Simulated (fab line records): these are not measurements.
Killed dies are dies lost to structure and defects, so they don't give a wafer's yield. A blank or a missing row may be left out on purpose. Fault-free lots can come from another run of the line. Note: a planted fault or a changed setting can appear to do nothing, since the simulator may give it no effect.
fab line records + flow rit_cmos
record
- lots=6
- wafers=18
- last_day=7
route steps=202 shown PLDD@120 SPACER@125 NSD@131 M1@202
lots that met no fault: taken from a fault-free run of the same line
start_h: hours from the record's first day to the start of the lot's first wafer shown + wait_h: hours elapsed since this lot's preceding step + " same as the row above + L1.1+2: a single row standing in for several wafers + - no value, or no start given + * or withheld: withheld + < > ~ a bound
route shown NAME@n: NAME is a module with steps in the file, n the number in the route of the first one + usual: mean and standard deviation over wafers with no fault + same: alike in all rows + chamber/n: place in a boat + sites: readings site by site + _std_site: standard deviation across them + _edge_site: outer sites' mean less inner sites' + radius_mm: for every site, how far away it sits from the centre of the wafer + mask NAME#n: copy n + behind: the tool/chamber that last shaped the wafer + hold: the reason the lot was held/the length of the hold in hours/how it ended + device: the n, p or np transistor that did not switch + end of line: tests run on the same wafers once the route is complete + a step given without rows: its recipe and nothing more + killed: not the wafer's yield, but the dies lost to structure and defects at the first sort + map: dies across one wafer; x = killed, . = not, _ = none there
set.NAME: the setting as run; set.NAME@STEP: as run at that earlier step + model.NAME: the simulator's own value behind a step, which no gauge read
certain route steps with their lots: each step a table, each wafer a row
services: when a tool's chamber went out of use (start_h, in hours from the record's first day, below 0 if earlier), for how many hours, and the reason
## steps
# step RIT_PLDD_OVL_MEAS_06
# usual
- PLDD_OVL=0.0/1.4
| lot.wafer | tool       | chamber | start_h | wait_h | PLDD_OVL[nm] |
|-----------|------------|---------|---------|--------|--------------|
| L855.1    | overlay-02 | -       | 58.16   | -      | 1.6          |
| L855.3    | "          | -       | "       | "      | 0.6          |
| L855.6    | "          | -       | "       | "      | 1.7          |
| L861.1    | overlay-01 | -       | 83.35   | -      | -1.1         |
| L861.2    | "          | -       | "       | "      | -2.6         |
| L861.4    | "          | -       | "       | "      | 0.2          |
| L863.1    | overlay-02 | -       | 92.89   | -      | -0.4         |
| L863.2    | "          | -       | "       | "      | 0.8          |
| L863.6    | "          | -       | "       | "      | -1.0         |
| L864.1    | overlay-02 | -       | 98.52   | -      | -1.3         |
| L864.3    | "          | -       | "       | "      | -2.6         |
| L864.5    | "          | -       | "       | "      | -1.5         |
| L874.2    | overlay-02 | -       | 148.65  | -      | 0.1          |
| L874.5    | "          | -       | "       | "      | 0.6          |
| L874.6    | "          | -       | "       | "      | -1.1         |
| L875.2    | overlay-01 | -       | 152.47  | -      | 0.0          |
| L875.4    | "          | -       | "       | "      | -0.2         |
| L875.6    | "          | -       | "       | "      | 0.3          |
# step RIT_PLDD_HARDBAKE_07
# recipe
- resist=NOVOLAK
- temp_c=140
- time_s=60
# step RIT_PLDD_IMPLANT_08
# recipe
- species=BF2
- energy_kev=20
- dose_cm2=9e+14
- tilt_deg=7
# step RIT_PLDD_STRIP_09
# recipe
- chemistry=O2
- time_s=180
- resist=NOVOLAK
- platen_temp_c=withheld
- power_w=500
- pressure_mtorr=4000
- o2_flow_sccm=4000
# usual
- drypump_motor_current_A=6.2/0.39
| lot.wafer | tool            | chamber | start_h | wait_h | drypump_motor_current_A | rf_hours_counter_h |
|-----------|-----------------|---------|---------|--------|-------------------------|--------------------|
| L855.1    | plasma_asher-02 | 0       | 58.50   | 0.1    | 6.4                     | 39                 |
| L855.3    | "               | 0       | "       | "      | 6.3                     | -                  |
| L855.6    | "               | 0       | "       | "      | 6.4                     | -                  |
| L861.1    | plasma_asher-01 | 0       | 83.69   | 0.1    | 5.4                     | 45                 |
| L861.2    | "               | 1       | "       | "      | 5.5                     | 45                 |
| L861.4    | "               | 0       | "       | "      | 5.5                     | -                  |
| L863.1    | plasma_asher-01 | 1       | 93.23   | 0.1    | 5.5                     | 46                 |
| L863.2    | "               | 0       | "       | "      | 5.5                     | 46                 |
| L863.6    | "               | 1       | "       | "      | 5.5                     | -                  |
| L864.1    | plasma_asher-02 | 1       | 98.85   | 0.1    | 6.3                     | 44                 |
| L864.3    | "               | 0       | "       | "      | 6.4                     | -                  |
| L864.5    | "               | 0       | "       | "      | 6.3                     | -                  |
| L874.2    | plasma_asher-04 | 0       | 148.98  | 0.1    | 6.5                     | 4                  |
| L874.5    | "               | 1       | "       | "      | 6.1                     | -                  |
| L874.6    | "               | 0       | "       | "      | 6.5                     | -                  |
| L875.2    | plasma_asher-04 | 0       | 152.80  | 0.1    | 6.5                     | 4                  |
| L875.4    | "               | 0       | "       | "      | 6.5                     | -                  |
| L875.6    | "               | 0       | "       | "      | 6.5                     | -                  |
# step RIT_PLDD_TW_MEAS_10
# usual
- PLDD_TW=2345/21
| lot.wafer | tool          | chamber | start_h | wait_h | PLDD_TW |
|-----------|---------------|---------|---------|--------|---------|
| L855.1    | film_metro-01 | -       | 58.67   | 0.1    | 2340    |
| L855.3    | "             | -       | "       | "      | 2326    |
| L855.6    | "             | -       | "       | "      | 2338    |
| L861.1    | film_metro-01 | -       | 83.86   | 0.1    | 2323    |
| L861.2    | "             | -       | "       | "      | 2319    |
| L861.4    | "             | -       | "       | "      | 2321    |
| L863.1    | film_metro-01 | -       | 93.40   | 0.1    | 2325    |
| L863.2    | "             | -       | "       | "      | 2335    |
| L863.6    | "             | -       | "       | "      | 2338    |
| L864.1    | film_metro-01 | -       | 99.03   | 0.1    | 2326    |
| L864.3    | "             | -       | "       | "      | 2310    |
| L864.5    | "             | -       | "       | "      | 2318    |
| L874.2    | film_metro-02 | -       | 149.16  | 0.1    | 2367    |
| L874.5    | "             | -       | "       | "      | 2373    |
| L874.6    | "             | -       | "       | "      | 2374    |
| L875.2    | film_metro-01 | -       | 152.98  | 0.1    | 2313    |
| L875.4    | "             | -       | "       | "      | 2333    |
| L875.6    | "             | -       | "       | "      | 2320    |
# step RIT_SPACER_CLEAN_00
# recipe
- chemistry=SC1
- mix=3:3:50
- time_s=600
- temp_c=75
# step RIT_SPACER_CLEAN_01
# recipe
- chemistry=dHF
- dilution=50:1
- time_s=30
# step RIT_SPACER_CLEAN_02
# recipe
- chemistry=SC2
- mix=3:3:50
- time_s=600
- temp_c=75
- dry=n2_spin
# step RIT_SPACER_CVD_03
# recipe
- material=Si3N4
- target_thk_nm=250
- temp_c=810
- precursor=SiH2Cl2/NH3
- time_s=3300
- pressure_mtorr=300
- sih2cl2_flow_sccm=60
- nh3_flow_sccm=150
# step RIT_SPACER_THK_MEAS_04
# recipe
- reads=Si3N4_of_SPACER_CVD_03
# usual
- SPACER_NITRIDE_THK=249.5/2.1
| lot.wafer | tool          | chamber | start_h | wait_h | SPACER_NITRIDE_THK[nm] |
|-----------|---------------|---------|---------|--------|------------------------|
| L855.1    | film_metro-01 | -       | 61.02   | 0.0    | 250.9                  |
| L855.3    | "             | -       | "       | "      | 250.3                  |
| L855.6    | "             | -       | "       | "      | 253.9                  |
| L861.1    | film_metro-04 | -       | 86.21   | 0.0    | 249.1                  |
| L861.2    | "             | -       | "       | "      | 250.8                  |
| L861.4    | "             | -       | "       | "      | 251.8                  |
| L863.1    | film_metro-04 | -       | 95.76   | 0.0    | 247.5                  |
| L863.2    | "             | -       | "       | "      | 245.3                  |
| L863.6    | "             | -       | "       | "      | 247.2                  |
| L864.1    | film_metro-04 | -       | 101.37  | 0.0    | 248.2                  |
| L864.3    | "             | -       | "       | "      | 250.3                  |
| L864.5    | "             | -       | "       | "      | 252.2                  |
| L874.2    | film_metro-04 | -       | 151.51  | 0.0    | 251.6                  |
| L874.5    | "             | -       | "       | "      | 249.3                  |
| L874.6    | "             | -       | "       | "      | 250.4                  |
| L875.2    | film_metro-04 | -       | 155.50  | 0.0    | 249.0                  |
| L875.4    | "             | -       | "       | "      | 248.3                  |
| L875.6    | "             | -       | "       | "      | 248.1                  |
# step RIT_SPACER_ETCHBACK_05
# recipe
- target_depth_a=2500
- SF6_flow_sccm=30
- CHF3_flow_sccm=30
- target=Si3N4
- chemistry=SF6/CHF3
- pressure_mtorr=40
- rf_w=250
- time_s=240
- stop_on=SiO2
# usual
- drypump_motor_current_A=5.6/0.46
- oes_product_au=0.845/0.013
- throttle_valve_pct=10.37/0.16
| lot.wafer | tool        | chamber | start_h | wait_h | drypump_motor_current_A | oes_product_au | rf_hours_counter_h | throttle_valve_pct |
|-----------|-------------|---------|---------|--------|-------------------------|----------------|--------------------|--------------------|
| L855.1    | rie_diel-04 | 3       | 61.08   | 0.1    | 5.8                     | 0.848          | 57                 | 10.42              |
| L855.3    | "           | 1       | "       | "      | 6.0                     | 0.834          | 91                 | 10.52              |
| L855.6    | "           | 1       | "       | "      | 6.0                     | 0.843          | -                  | 10.54              |
| L861.1    | rie_diel-04 | 3       | 86.27   | 0.1    | 5.8                     | 0.857          | 57                 | 10.44              |
| L861.2    | "           | 2       | "       | "      | 5.1                     | 0.874          | 127                | 10.42              |
| L861.4    | "           | 1       | "       | "      | 6.0                     | 0.841          | 91                 | 10.54              |
| L863.1    | rie_diel-02 | 1       | 95.82   | 0.1    | 6.5                     | 0.836          | 154                | 10.50              |
| L863.2    | "           | 3       | "       | "      | 5.4                     | 0.839          | 15                 | 10.45              |
| L863.6    | "           | 1       | "       | "      | 6.5                     | 0.832          | -                  | 10.50              |
| L864.1    | rie_diel-04 | 1       | 101.43  | 0.1    | 6.0                     | 0.829          | 92                 | 10.52              |
| L864.3    | "           | 2       | "       | "      | 5.1                     | 0.873          | 127                | 10.40              |
| L864.5    | "           | 3       | "       | "      | 5.8                     | 0.845          | -                  | 10.44              |
| L874.2    | rie_diel-01 | 1       | 151.56  | 0.0    | 5.7                     | 0.838          | 92                 | 10.17              |
| L874.5    | "           | 0       | "       | "      | 6.0                     | 0.841          | -                  | 10.16              |
| L874.6    | "           | 3       | "       | "      | 5.2                     | 0.846          | -                  | 10.53              |
| L875.2    | rie_diel-01 | 3       | 155.55  | 0.0    | 5.2                     | 0.850          | 8                  | 10.52              |
| L875.4    | "           | 2       | "       | "      | 5.8                     | 0.840          | 20                 | 10.43              |
| L875.6    | "           | 0       | "       | "      | 6.0                     | 0.846          | -                  | 10.15              |
# step RIT_NSD_HMDS_00
# recipe
- prime_time_s=60
- prime_temp_c=140
# step RIT_NSD_COAT_01
# recipe
- resist=NOVOLAK
- spin_rpm=3250
- resist_thk_nm=1000
# usual
- spin_speed_rpm=3250.4/2.6
| lot.wafer | tool           | chamber | start_h | wait_h | spin_speed_rpm | model.NOVOLAK_of_NSD_COAT_01.thk_nm |
|-----------|----------------|---------|---------|--------|----------------|-------------------------------------|
| L855.1    | litho_track-02 | 0       | 61.38   | 0.1    | 3249.2         | 998.1                               |
| L855.3    | "              | 0       | "       | "      | 3249.0         | 995.4                               |
| L855.6    | "              | 0       | "       | "      | 3248.0         | 998.3                               |
| L861.1    | litho_track-04 | 0       | 86.57   | 0.1    | 3248.9         | 997.4                               |
| L861.2    | "              | 0       | "       | "      | 3250.9         | 996                                 |
| L861.4    | "              | 0       | "       | "      | 3251.8         | 998.1                               |
| L863.1    | litho_track-04 | 0       | 96.12   | 0.1    | 3252.8         | 961.6                               |
| L863.2    | "              | 0       | "       | "      | 3254.0         | 960.3                               |
| L863.6    | "              | 0       | "       | "      | 3250.8         | 962.3                               |
| L864.1    | litho_track-04 | 0       | 101.73  | 0.1    | 3251.6         | 965.9                               |
| L864.3    | "              | 0       | "       | "      | 3251.0         | 966.4                               |
| L864.5    | "              | 0       | "       | "      | 3248.8         | 964.4                               |
| L874.2    | litho_track-03 | 0       | 151.88  | 0.1    | 3255.7         | 1004                                |
| L874.5    | "              | 0       | "       | "      | 3251.8         | 998.4                               |
| L874.6    | "              | 0       | "       | "      | 3253.3         | 1004                                |
| L875.2    | litho_track-02 | 0       | 155.88  | 0.1    | 3252.0         | 1002                                |
| L875.4    | "              | 0       | "       | "      | 3251.5         | 1000                                |
| L875.6    | "              | 0       | "       | "      | 3250.8         | 1001                                |
# step RIT_NSD_SOFTBAKE_02
# recipe
- resist=NOVOLAK
- temp_c=90
- time_s=60
# step RIT_NSD_EXPOSE_03
# recipe
- mask_id=M9
- na=0.57
- target_cd_nm=40700
- dose_mj=250
# step RIT_NSD_PEB_04
# recipe
- resist=NOVOLAK
- temp_c=withheld
- time_s=withheld
# step RIT_NSD_DEVELOP_05
# recipe
- resist=NOVOLAK
- develop_time_s=50
- dev_temp_c=23
# step RIT_NSD_OVL_MEAS_06
# usual
- NSD_OVL=-0.7/1.3
| lot.wafer | tool       | chamber | start_h | wait_h | NSD_OVL[nm] |
|-----------|------------|---------|---------|--------|-------------|
| L855.1    | overlay-02 | -       | 62.20   | -      | -1.0        |
| L855.3    | "          | -       | "       | "      | -0.9        |
| L855.6    | "          | -       | "       | "      | -2.4        |
| L861.1    | overlay-01 | -       | 87.39   | -      | -1.3        |
| L861.2    | "          | -       | "       | "      | 1.1         |
| L861.4    | "          | -       | "       | "      | -0.1        |
| L863.1    | overlay-02 | -       | 96.82   | -      | -0.5        |
| L863.2    | "          | -       | "       | "      | -0.2        |
| L863.6    | "          | -       | "       | "      | -1.4        |
| L864.1    | overlay-01 | -       | 102.43  | -      | 0.0         |
| L864.3    | "          | -       | "       | "      | -1.1        |
| L864.5    | "          | -       | "       | "      | 1.9         |
| L874.2    | overlay-02 | -       | 152.56  | -      | -2.2        |
| L874.5    | "          | -       | "       | "      | -2.3        |
| L874.6    | "          | -       | "       | "      | 0.0         |
| L875.2    | overlay-02 | -       | 156.68  | -      | -0.9        |
| L875.4    | "          | -       | "       | "      | -2.1        |
| L875.6    | "          | -       | "       | "      | 0.4         |
# step RIT_NSD_HARDBAKE_07
# recipe
- resist=NOVOLAK
- temp_c=140
- time_s=60
| lot.wafer | tool           | chamber | start_h | wait_h | model.NOVOLAK_of_NSD_COAT_01.thk_nm |
|-----------|----------------|---------|---------|--------|-------------------------------------|
| L855.1    | litho_track-04 | 0       | 62.24   | 0.0    | 882.1                               |
| L855.3    | "              | 0       | "       | "      | 879.8                               |
| L855.6    | "              | 0       | "       | "      | 882.3                               |
| L861.1    | litho_track-04 | 0       | 87.43   | 0.0    | 881.4                               |
| L861.2    | "              | 0       | "       | "      | 880.2                               |
| L861.4    | "              | 0       | "       | "      | 882.1                               |
| L863.1    | litho_track-04 | 0       | 96.86   | 0.0    | 850.1                               |
| L863.2    | "              | 0       | "       | "      | 849                                 |
| L863.6    | "              | 0       | "       | "      | 850.7                               |
| L864.1    | litho_track-03 | 0       | 102.47  | 0.0    | 854                                 |
| L864.3    | "              | 0       | "       | "      | 854.4                               |
| L864.5    | "              | 0       | "       | "      | 852.7                               |
| L874.2    | litho_track-03 | 0       | 152.62  | 0.0    | 887.1                               |
| L874.5    | "              | 0       | "       | "      | 882.3                               |
| L874.6    | "              | 0       | "       | "      | 886.9                               |
| L875.2    | litho_track-03 | 0       | 156.74  | 0.0    | 885.7                               |
| L875.4    | "              | 0       | "       | "      | 884.2                               |
| L875.6    | "              | 0       | "       | "      | 884.4                               |
# step RIT_NSD_IMPLANT_08
# recipe
- species=P
- energy_kev=25
- dose_cm2=1e+15
- tilt_deg=7
# step RIT_M1_PROBE_99
# usual
- killed_at_contacts=0.0/0.22
- killed_at_front_end=7/3.2
- killed_dies=7/3.2
- killed_open=3.2/2.1
- killed_short=3.5/2.2
# same
- gross_dies=264
- killed_at_M0_to_M3=0
- killed_at_M4_up=0
- killed_at_back_side=0
- killed_at_other=0
| lot.wafer | tool      | chamber | start_h | wait_h | killed_at_contacts | killed_at_front_end | killed_dies | killed_open | killed_short |
|-----------|-----------|---------|---------|--------|--------------------|---------------------|-------------|-------------|--------------|
| L855.1    | prober-02 | -       | 72.32   | 0.1    | 0                  | 4                   | 4           | 2           | 2            |
| L855.3    | prober-02 | -       | 72.42   | 0.2    | 0                  | 13                  | 13          | 6           | 7            |
| L855.6    | prober-02 | -       | 72.57   | 0.2    | 0                  | 8                   | 8           | 2           | 6            |
| L861.1    | prober-02 | -       | 97.62   | 0.1    | 0                  | 9                   | 9           | 7           | 2            |
| L861.2    | prober-02 | -       | 97.67   | 0.1    | 0                  | 8                   | 8           | 5           | 3            |
| L861.4    | prober-02 | -       | 97.77   | 0.2    | 0                  | 7                   | 7           | 3           | 4            |
| L863.1    | prober-02 | -       | 106.78  | 0.1    | 0                  | 10                  | 10          | 5           | 5            |
| L863.2    | prober-02 | -       | 106.83  | 0.1    | 0                  | 8                   | 8           | 3           | 5            |
| L863.6    | prober-02 | -       | 107.03  | 0.2    | 0                  | 8                   | 8           | 1           | 7            |
| L864.1    | prober-01 | -       | 113.47  | 0.1    | 0                  | 8                   | 8           | 3           | 5            |
| L864.3    | prober-01 | -       | 113.57  | 0.2    | 0                  | 8                   | 8           | 4           | 4            |
| L864.5    | prober-01 | -       | 113.67  | 0.2    | 0                  | 7                   | 7           | 0           | 7            |
| L875.2    | prober-02 | -       | 166.86  | 0.1    | 0                  | 3                   | 3           | 2           | 1            |
| L875.4    | prober-02 | -       | 166.96  | 0.2    | 0                  | 2                   | 2           | 1           | 1            |
| L875.6    | prober-02 | -       | 167.06  | 0.2    | 0                  | 9                   | 9           | 2           | 7            |
# killed by level:class
L855.1 FOX1:geometric_particle:short=1 SPACER:geometric_particle:open=1 SPACER:geometric_particle:short=1 SILICIDE:geometric_particle:open=1
L855.3 GATE:geometric_particle:short=4 GATE:geometric_particle:open=3 SILICIDE:geometric_particle:short=2 FOX1:geometric_particle:open=1 FOX2:geometric_particle:open=1 REOX:geometric_particle:short=1 SPACER:geometric_particle:open=1
L855.6 FOX2:geometric_particle:short=2 FOX1:geometric_particle:short=1 GATE:geometric_particle:short=1 GATE:geometric_particle:open=1 SPACER:geometric_particle:short=1 SPACER:geometric_particle:open=1 SILICIDE:geometric_particle:short=1
L861.1 GATE:geometric_particle:open=4 SPACER:geometric_particle:open=2 GATE:geometric_particle:short=1 REOX:geometric_particle:open=1 SPACER:geometric_particle:short=1
L861.2 GATE:geometric_particle:open=3 GATE:geometric_particle:short=2 REOX:geometric_particle:open=1 REOX:geometric_particle:short=1 SPACER:geometric_particle:open=1
L861.4 REOX:geometric_particle:short=2 FOX1:geometric_particle:short=1 GATE:geometric_particle:short=1 GATE:geometric_particle:open=1 SPACER:geometric_particle:open=1 SILICIDE:geometric_particle:open=1
L863.1 GATE:geometric_particle:open=3 GATE:geometric_particle:short=2 SILICIDE:geometric_particle:short=2 FOX1:geometric_particle:short=1 REOX:geometric_particle:open=1 SPACER:geometric_particle:open=1
L863.2 REOX:geometric_particle:short=3 SILICIDE:geometric_particle:short=2 FOX2:geometric_particle:open=1 GATE:geometric_particle:open=1 SPACER:geometric_particle:open=1
L863.6 FOX1:geometric_particle:short=2 GATE:geometric_particle:short=2 SILICIDE:geometric_particle:short=2 SPACER:geometric_particle:short=1 SPACER:geometric_particle:open=1
L864.1 FOX1:geometric_particle:short=2 GATE:geometric_particle:short=2 GATE:geometric_particle:open=1 REOX:geometric_particle:open=1 SPACER:geometric_particle:open=1 SILICIDE:geometric_particle:short=1
L864.3 FOX1:geometric_particle:open=2 GATE:geometric_particle:short=2 FOX1:geometric_particle:short=1 GATE:geometric_particle:open=1 REOX:geometric_particle:open=1 SPACER:geometric_particle:short=1
L864.5 FOX2:geometric_particle:short=2 SPACER:geometric_particle:short=2 GATE:geometric_particle:short=1 REOX:geometric_particle:short=1 SILICIDE:geometric_particle:short=1
L875.2 GATE:geometric_particle:short=1 GATE:geometric_particle:open=1 SPACER:geometric_particle:open=1
L875.4 GATE:geometric_particle:short=1 GATE:geometric_particle:open=1
L875.6 FOX1:geometric_particle:short=2 FOX2:geometric_particle:short=2 FOX2:geometric_particle:open=1 GATE:geometric_particle:short=1 GATE:geometric_particle:open=1 SPACER:geometric_particle:short=1 SILICIDE:geometric_particle:short=1
## services
| tool            | chamber | start_h | hours | kind       |
|-----------------|---------|---------|-------|------------|
| rie_diel-02     | 2       | 45.77   | 2.4   | repair     |
| rie_diel-02     | 3       | 103.63  | 6.0   | repair     |
| plasma_asher-01 | -       | 106.44  | 15.6  | pm         |
| plasma_asher-04 | -       | 108.75  | 9.0   | pm         |
| plasma_asher-04 | 0       | 108.75  | 9.0   | vent_cycle |
| plasma_asher-04 | 1       | 108.75  | 9.0   | vent_cycle |
| rie_diel-04     | -       | 112.47  | 14.6  | pm         |
| plasma_asher-04 | 0       | 117.75  | -     | clean      |
| plasma_asher-04 | 1       | 117.75  | -     | clean      |
| rie_diel-04     | 0       | 131.56  | 10.0  | repair     |
| plasma_asher-01 | -       | 131.99  | 10.1  | repair     |
| rie_diel-01     | 2       | 142.09  | 3.5   | repair     |
## key
first_sign none at tools or gauges
model_effect
- step=RIT_NSD_COAT_01
- value=NOVOLAK_of_NSD_COAT_01.thk_nm
- without=1003
- struck=963.5
model_effect
- step=RIT_NSD_HARDBAKE_07
- value=NOVOLAK_of_NSD_COAT_01.thk_nm
- without=886.6
- struck=851.8
met_at RIT_NSD_COAT_01
struck_wafers L863.1,L863.2,L863.6,L864.1,L864.3,L864.5
tester_left_out L863,L864
onset_between 86.57 96.12
fault
- kind=process_parameter_drift
- tool=litho_track-04
- chamber=-
- onset_h=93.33
- steps=RIT_NSD_COAT_01
- channel=resist_thk_nm
- offset=-39.595
- shape=step
- end_h=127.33
- acts_in=these_recipes_only
- stated=1000
# tester_left_out: of these lots the tester's yield and bins aren't shown, on N5 and GAA mostly nor the transistor test; their killed dies are dies lost to structure and defects alone, not to doping, threshold or leakage, so they don't give the yield
